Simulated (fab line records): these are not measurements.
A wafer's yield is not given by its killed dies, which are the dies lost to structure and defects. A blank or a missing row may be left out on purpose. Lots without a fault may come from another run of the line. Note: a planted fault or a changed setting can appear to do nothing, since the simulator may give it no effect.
A lot that was struck, set against a sound lot ; flow rit_cmos ; 39 out of 202 route steps
Sound: wafers L919.3, L919.4, L919.6. The struck wafers were L932.2, L932.3, L932.4. The cause is named last.
Each step with rows lists, per side, the tool, then ch with its chambers, then its first start. Under that, the readings that differ: sound wafers ; struck wafers ; difference of the means ; sigmas: that difference in standard deviations of wafers without a fault.
alike: words and numbers the same on both sides, and readings whose means are apart by under 2 such deviations; not compared: readings that were withheld, readings missing a value for some wafer, numbers with overlapping values and no deviation given by the record, and bounds like >300 which may hide the same value.
A row with sigmas, a row that says differs or no value, or rows on one side alone: a step with any of these is where the two part. Non-overlapping numbers with no deviation appear without sigmas and do not part them. A reading missing from all wafers of one side parts the sides only when that side holds two or more wafers.

first, 3 steps without rows for these wafers: RIT_GATE_EXPOSE_13 (exposes mask M6, target cd 150 nm); RIT_GATE_PEB_14; RIT_GATE_DEVELOP_15 (develop time 50 s).
RIT_GATE_CD_MEAS_16: the cd target is 150 nm.
  sound: cd_sem-02 at day 3 16:07; struck: cd_sem-01 at day 6 02:35
  alike: cd_nm
RIT_GATE_OVL_MEAS_17:
  sound: overlay-01 at day 3 16:12; struck: overlay-01 at day 6 02:41
  alike: GATE_OVL
then, 1 step without rows for these wafers: RIT_GATE_HARDBAKE_18 (time 60 s).
RIT_GATE_ETCH_19: etches poly-Si in SF6/CHF3/O2, stops on SiO2, time 165 s, target depth 312.5 nm.
  sound on rie_si-01 ch 0,1,2, day 3 16:22; struck on rie_si-02 ch 0,1,2, day 6 02:52
  alike: drypump_motor_current_A, oes_product_au, throttle_valve_pct
  not compared: rf_hours_counter_h
RIT_GATE_STRIP_20: strips in O2, time 180 s.
  sound on plasma_asher-04 ch 0,1, day 3 16:36; struck on plasma_asher-01 ch 0,1, day 6 02:58
  alike: drypump_motor_current_A, o2_flow_sccm
  not compared: rf_hours_counter_h
RIT_GATE_CD_MEAS_90: the cd target is 150 nm.
  sound: cd_sem-02 at day 3 16:53; struck: cd_sem-01 at day 6 03:10
  alike: cd_nm
then, 3 steps without rows for these wafers: RIT_REOX_CLEAN_00 (cleans in SC1, time 600 s); RIT_REOX_CLEAN_01 (cleans in dHF, time 30 s); RIT_REOX_CLEAN_02 (cleans in SC2, time 600 s).
RIT_REOX_OXIDATION_03: target thk 25.2 nm, ox time 5580 s.
  sound on furnace-02 ch 0, day 3 18:20; struck on furnace-01 ch 0, day 6 03:40
reading;sound;struck;difference;sigmas
spike_tc_centre_C (C);900.2 902.1 901.2;915.5 913.9 917.4;+14.4;+10
spike_tc_load_C (C);923 922 921;947 949 949;+26;+5
spike_tc_source_C (C);925.5 926.3 926.1;936.4 937.8 936.5;+10.9;+6
tube_center_temp_C (C);899.92 899.97 900.12;914.97 914.75 914.82;+14.84;+99 or more
tube_center_temp_C_max;902.1 902.2 902.2;917.0 917.1 917.1;+14.9;+45
model.SiO2_of_REOX_OXIDATION_03.thk_nm (nm);25 25.16 25.07;29.19 28.98 29.02;+3.99;
RIT_REOX_THK_MEAS_04:
  sound: film_metro-02 at day 3 20:55; struck: film_metro-04 at day 6 06:14
reading;sound;struck;difference;sigmas
REOX_OXIDE_THK (nm);25.1 25.2 25.1;29.2 29.0 29.0;+3.9;+12
then, 6 steps without rows for these wafers: RIT_NLDD_HMDS_00 (prime time 60 s); RIT_NLDD_COAT_01 (resist thk 1000 nm); RIT_NLDD_SOFTBAKE_02 (time 60 s); RIT_NLDD_EXPOSE_03 (exposes mask M7, target cd 40700 nm); RIT_NLDD_PEB_04; RIT_NLDD_DEVELOP_05 (develop time 50 s).
RIT_NLDD_OVL_MEAS_06:
  sound: overlay-01 at day 3 22:01; struck: overlay-01 at day 6 07:13
  alike: NLDD_OVL
then, 2 steps without rows for these wafers: RIT_NLDD_HARDBAKE_07 (time 60 s); RIT_NLDD_IMPLANT_08.
RIT_NLDD_STRIP_09: strips in O2, time 180 s.
  sound on plasma_asher-03 ch 0,1, day 3 22:31; struck on plasma_asher-03 ch 0,1, day 6 07:33
  alike: drypump_motor_current_A, o2_flow_sccm
  not compared: rf_hours_counter_h
RIT_NLDD_TW_MEAS_10:
  sound: film_metro-04 at day 3 22:40; struck: film_metro-03 at day 6 07:44
  alike: NLDD_TW
then, 6 steps without rows for these wafers: RIT_PLDD_HMDS_00 (prime time 60 s); RIT_PLDD_COAT_01 (resist thk 1000 nm); RIT_PLDD_SOFTBAKE_02 (time 60 s); RIT_PLDD_EXPOSE_03 (exposes mask M8, target cd 40900 nm); RIT_PLDD_PEB_04; RIT_PLDD_DEVELOP_05 (develop time 50 s).
RIT_PLDD_OVL_MEAS_06:
  sound: overlay-01 at day 3 23:52; struck: overlay-02 at day 6 08:46
  alike: PLDD_OVL
then, 2 steps without rows for these wafers: RIT_PLDD_HARDBAKE_07 (time 60 s); RIT_PLDD_IMPLANT_08.
RIT_PLDD_STRIP_09: strips in O2, time 180 s.
  sound on plasma_asher-03 ch 0,1, day 4 00:14; struck on plasma_asher-02 ch 0,1, day 6 09:05
  alike: drypump_motor_current_A, o2_flow_sccm
  not compared: rf_hours_counter_h
RIT_PLDD_TW_MEAS_10:
  sound: film_metro-03 at day 4 00:23; struck: film_metro-03 at day 6 09:17
  alike: PLDD_TW
RIT_SPACER_CLEAN_00: cleans in SC1, time 600 s.
  sound on wet_bench-04 ch 1, day 4 00:25; struck on wet_bench-04 ch 3, day 6 09:20
reading;sound;struck;difference;sigmas
model.SiO2_of_REOX_OXIDATION_03.thk_nm (nm);23.06 23.21 23.12;26.93 26.74 26.77;+3.68;
  alike: bath_guard_temp_C, bath_heat_duty_pct
then, 1 step without rows for these wafers: RIT_SPACER_CLEAN_01 (cleans in dHF, time 30 s).
RIT_M1_PROBE_99:
  sound: prober-01 at day 4 14:22; struck: prober-02 at day 6 23:25
reading;sound;struck;difference;sigmas
model.etest.pmos_turned.r_on_ohm_um;3529 3630 3559;4982 4798 4906;+1323;
model.etest.pmos_0p3.r_on_ohm_um;6341 6338 6293;6935 6799 6954;+572;
model.etest.pmos_0p15.r_on_ohm_um;2846 2903 2834;3483 3340 3467;+569;
model.etest.pldd.rs_ohm_sq;536.9 551.4 538.4;909 875 880.2;+346;
model.etest.nmos_0p3.r_on_ohm_um;2091 2134 2104;2299 2261 2312;+181;
model.etest.nmos_0p15.r_on_ohm_um;1068 1092 1071;1291 1246 1297;+201;
model.etest.nmos_turned.drive_ua_um;343.5 335.6 342.5;213.7 221.3 217.3;-123.1;
model.etest.pldd.line_ohm_um;169.4 173.3 170.8;286.1 278.7 282.6;+111.3;
  alike: killed_at_M0_to_M3, killed_at_front_end, killed_dies, killed_open, killed_short

## WHERE THEY PART
First at RIT_REOX_OXIDATION_03; last, within this record, at RIT_REOX_THK_MEAS_04. Later steps at which nothing parts them and some readings are alike: RIT_NLDD_OVL_MEAS_06, RIT_NLDD_STRIP_09, RIT_NLDD_TW_MEAS_10, RIT_PLDD_OVL_MEAS_06, RIT_PLDD_STRIP_09, RIT_PLDD_TW_MEAS_10, RIT_SPACER_CLEAN_00, RIT_M1_PROBE_99.

WHY: the cause the simulator had injected
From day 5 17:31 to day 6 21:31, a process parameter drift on furnace-01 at RIT_REOX_OXIDATION_03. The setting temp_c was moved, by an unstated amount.
